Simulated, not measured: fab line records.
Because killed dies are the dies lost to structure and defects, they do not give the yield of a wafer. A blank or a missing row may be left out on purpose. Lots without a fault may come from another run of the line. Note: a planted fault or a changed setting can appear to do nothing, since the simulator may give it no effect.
A lot that was struck, set against a sound lot	flow berkeley cmos170	23 out of 331 route steps
Sound: wafers L403.1, L403.4, L403.6. Struck: wafers L409.1, L409.3, L409.5. Last of all comes the cause.
Order at every step that has rows: each side's tool, ch and its chambers, its first start. Under that, the readings that differ: sound wafers	struck wafers	difference of the means	sigmas: that difference in standard deviations of wafers without a fault.
alike: a reading whose means differ by less than 2 such deviations, as well as words and numbers matching on both sides. not compared: withheld readings; readings where some wafer has no value; bounds like >300 that might hide an equal value; numbers whose values overlap and for which the record gives no deviation.
Wherever a step has rows on one side only, a row that says differs or no value, or a row with sigmas, the two part there. Numbers that have no deviation but don't overlap get no sigmas and don't part them. A reading that every wafer of one side lacks parts them only if that side has two wafers or more.

first, 6 steps without rows for these wafers: UCB170_ZERO_HMDS_00 (prime time 60 s); UCB170_ZERO_COAT_01 (resist thk 900 nm); UCB170_ZERO_SOFTBAKE_02 (time 60 s); UCB170_ZERO_EXPOSE_03 (exposes mask PM MARKS, target cd 4000 nm); UCB170_ZERO_PEB_04; UCB170_ZERO_DEVELOP_05 (develop time 45 s).
UCB170_ZERO_ETCH_06: etches SiO2 in CHF3/CF4/Ar, time 12 s.
  sound on rie diel-04 ch 0,1,3, day 2 16:30; struck on rie diel-03 ch 0,1,3, day 4 02:20
  alike: cf4 flow sccm, drypump motor current A, oes product au, throttle valve pct
  not compared: rf hours counter h
UCB170_ZERO_STRIP_07: strips in O2.
  sound on plasma asher-02 ch 0,1, day 2 16:31; struck on plasma asher-04 ch 0,1, day 4 02:21
  alike: drypump motor current A, o2 flow sccm, oes product au, strip time to endpoint s
  not compared: rf hours counter h
then, 2 steps without rows for these wafers: UCB170_NWELL_WET_ETCH_00 (etches SiO2 in dHF, time 200 s); UCB170_NWELL_OXIDATION_01 (target thk 26.4 nm, ox time 1260 s).
UCB170_NWELL_THK_MEAS_02:
  sound on film metro-03 at day 2 20:39; struck on film metro-04 at day 4 06:00
  alike: NWELL_OXIDE_THK
then, 1 step without rows for these wafers: UCB170_NWELL_ANNEAL_03 (time 900 s).
UCB170_NWELL_CVD_04: deposits Si3N4 from SiH2Cl2/NH3, target thk 224 nm, time 3360 s.
  sound on lpcvd-02 ch 0, day 3 00:11; struck on lpcvd-02 ch 1, day 4 12:51
reading	sound	struck	difference	sigmas
sih2cl2 flow sccm (sccm)	25.06 25.04 25.05	29.90 29.90 29.89	+4.85	+64
model.Si3N4_of_NWELL_CVD_04.thk nm (nm)	224 224.6 224.8	232.3 234.2 236.3	+9.8	
  alike: spike tc load C
UCB170_NWELL_THK_MEAS_05:
  sound on film metro-03 at day 3 02:07; struck on film metro-02 at day 4 15:45
reading	sound	struck	difference	sigmas
NWELL_NITRIDE_THK (nm)	224.1 224.8 224.8	232.4 234.1 236.5	+9.8	+4
then, 6 steps without rows for these wafers: UCB170_NWELL_HMDS_06 (prime time 60 s); UCB170_NWELL_COAT_07 (resist thk 900 nm); UCB170_NWELL_SOFTBAKE_08 (time 60 s); UCB170_NWELL_EXPOSE_09 (exposes mask NWELL, target cd 3000 nm); UCB170_NWELL_PEB_10; UCB170_NWELL_DEVELOP_11 (develop time 45 s).
UCB170_NWELL_OVL_MEAS_12:
  sound on overlay-02 at day 3 03:21; struck on overlay-02 at day 4 19:11
  alike: NWELL_OVL
UCB170_NWELL_ETCH_13: etches Si3N4 in CH3F/Ar/O2, stops on SiO2, target depth 246.4 nm, time 154 s.
  sound on rie diel-04 ch 1,2, day 3 03:23; struck on rie diel-04 ch 0,1,2, day 4 19:13
reading	sound	struck	difference	sigmas
model.etch.depth nm (nm)	224 224.6 224.8	232.3 234.2 236.3	+9.8	
  alike: O2_flow_sccm, drypump motor current A, oes product au, throttle valve pct
  not compared: rf hours counter h
following that, these wafers have no rows for 1 step: UCB170_NWELL_IMPLANT_14.

== WHERE THEY PART ==
Earliest at UCB170_NWELL_CVD_04; latest, in this record, at UCB170_NWELL_THK_MEAS_05. Later steps at which nothing parts them and some readings are alike: UCB170_NWELL_OVL_MEAS_12, UCB170_NWELL_ETCH_13.

WHY: what the simulator had put in
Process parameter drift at UCB170_NWELL_CVD_04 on lpcvd-02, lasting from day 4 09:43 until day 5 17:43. Setting sih2cl2 flow sccm, moved by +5, from 25. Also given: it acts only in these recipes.
